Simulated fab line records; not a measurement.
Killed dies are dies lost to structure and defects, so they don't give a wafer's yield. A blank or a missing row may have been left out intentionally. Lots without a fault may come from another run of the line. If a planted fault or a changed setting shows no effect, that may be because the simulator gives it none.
Matching of chambers || flow berkeley cmos170 || cmp-01 running UCB170_V1_CMP_02: 4 sister chambers
The step polishes SiO2. 16 wafers are shown with their chamber, then 8 later ones without.

WAFERS WITH THEIR CHAMBER
{"wafer": "L977.1", "chamber": 2, "motor current A (A)": 14.6, "slurry flow ml min": 150.5, "retaining ring pressure frac": 0.997}
{"wafer": "L977.3", "chamber": 0, "motor current A (A)": 16.3, "slurry flow ml min": 150.0, "retaining ring pressure frac": 1.004}
{"wafer": "L977.6", "chamber": 2, "motor current A (A)": 14.6, "slurry flow ml min": 150.0, "retaining ring pressure frac": 1.004}
{"wafer": "L979.1", "chamber": 3, "motor current A (A)": 14.5, "slurry flow ml min": 150.1, "retaining ring pressure frac": 0.999}
{"wafer": "L979.2", "chamber": 2, "motor current A (A)": 14.8, "slurry flow ml min": 149.7, "retaining ring pressure frac": 1.008}
{"wafer": "L979.5", "chamber": 0, "motor current A (A)": 16.4, "slurry flow ml min": 150.4, "retaining ring pressure frac": 1.003}
{"wafer": "L981.2", "chamber": 2, "motor current A (A)": 14.9, "slurry flow ml min": 150.0, "retaining ring pressure frac": 0.994}
{"wafer": "L981.3", "chamber": 1, "motor current A (A)": 13.7, "slurry flow ml min": 150.1, "retaining ring pressure frac": 0.994}
{"wafer": "L981.6", "chamber": 2, "motor current A (A)": 13.9, "slurry flow ml min": 150.0, "retaining ring pressure frac": 0.999}
{"wafer": "L982.2", "chamber": 0, "motor current A (A)": 16.6, "slurry flow ml min": 150.7, "retaining ring pressure frac": 1.006}
{"wafer": "L982.3", "chamber": 3, "motor current A (A)": 14.9, "slurry flow ml min": 149.4, "retaining ring pressure frac": 1.001}
{"wafer": "L982.5", "chamber": 1, "motor current A (A)": 14.4, "slurry flow ml min": 150.9, "retaining ring pressure frac": 1.002}
{"wafer": "L985.2", "chamber": 1, "motor current A (A)": 14.1, "slurry flow ml min": 150.0, "retaining ring pressure frac": 1.009}
{"wafer": "L985.5", "chamber": 1, "motor current A (A)": 13.6, "slurry flow ml min": 150.0, "retaining ring pressure frac": 1.002}
{"wafer": "L985.6", "chamber": 2, "motor current A (A)": 13.9, "slurry flow ml min": 149.1, "retaining ring pressure frac": 0.997}
{"wafer": "L986.3", "chamber": 0, "motor current A (A)": 15.2, "slurry flow ml min": 149.5, "retaining ring pressure frac": 0.992}

SIGNATURES, as means of the wafers listed above
{"reading": "motor current A", "chamber 0": 16.125, "chamber 1": 13.950, "chamber 2": 14.450, "chamber 3": 14.700, "scatter within a chamber": 0.47}
{"reading": "slurry flow ml min", "chamber 0": 150.150, "chamber 1": 150.250, "chamber 2": 149.883, "chamber 3": 149.750, "scatter within a chamber": 0.474}
{"reading": "retaining ring pressure frac", "chamber 0": 1.00125, "chamber 1": 1.00175, "chamber 2": 0.99983, "chamber 3": 1.00000, "scatter within a chamber": 0.00554}
Rule: for each reading, subtract the chamber's mean from the wafer's reading, divide by that reading's scatter and square the result; add these up over the readings and take the root, which gives the wafer's distance from the chamber. If the next closest chamber is less than 2 further off than the closest, the wafer can't be placed; otherwise it belongs to the closest. How the scatter is found: for the shown wafers, subtract from each reading the mean of its chamber, square and add these, divide the total by (wafers less chambers), then take the root.

WAFERS MISSING THEIR CHAMBER
{"wafer": "L986.5", "motor current A (A)": 13.9, "slurry flow ml min": 150.0, "retaining ring pressure frac": 0.999}
{"wafer": "L986.6", "motor current A (A)": 14.1, "slurry flow ml min": 149.3, "retaining ring pressure frac": 0.997}
{"wafer": "L991.2", "motor current A (A)": 15.3, "slurry flow ml min": 149.2, "retaining ring pressure frac": 1.001}
{"wafer": "L991.5", "motor current A (A)": 15.9, "slurry flow ml min": 149.9, "retaining ring pressure frac": 1.007}
{"wafer": "L991.6", "motor current A (A)": 14.1, "slurry flow ml min": 149.8, "retaining ring pressure frac": 1.001}
{"wafer": "L999.1", "motor current A (A)": 13.8, "slurry flow ml min": 151.1, "retaining ring pressure frac": 1.003}
{"wafer": "L999.2", "motor current A (A)": 13.7, "slurry flow ml min": 149.7, "retaining ring pressure frac": 1.008}
{"wafer": "L999.5", "motor current A (A)": 15.1, "slurry flow ml min": 148.7, "retaining ring pressure frac": 1.003}

WHICH CHAMBER EACH WENT THROUGH
{"wafer": "L986.5", "from the rows above": "can't be placed: 1 or 2 or 3", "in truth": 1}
{"wafer": "L986.6", "from the rows above": "can't be placed: 2 or 3 or 1", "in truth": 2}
{"wafer": "L991.2", "from the rows above": "can't be placed: 3 or 2 or 0 or 1", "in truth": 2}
{"wafer": "L991.5", "from the rows above": "can't be placed: 0 or 3", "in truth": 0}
{"wafer": "L991.6", "from the rows above": "can't be placed: 2 or 1 or 3", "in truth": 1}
{"wafer": "L999.1", "from the rows above": "can't be placed: 1 or 2 or 3", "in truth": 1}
{"wafer": "L999.2", "from the rows above": "can't be placed: 1 or 2 or 3", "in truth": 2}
{"wafer": "L999.5", "from the rows above": "can't be placed: 3 or 2 or 0 or 1", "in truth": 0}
Correct placement for 0 of the 8. Not placeable from these rows: 8 (in 8, the candidates include the true chamber). Wrongly placed: 0.
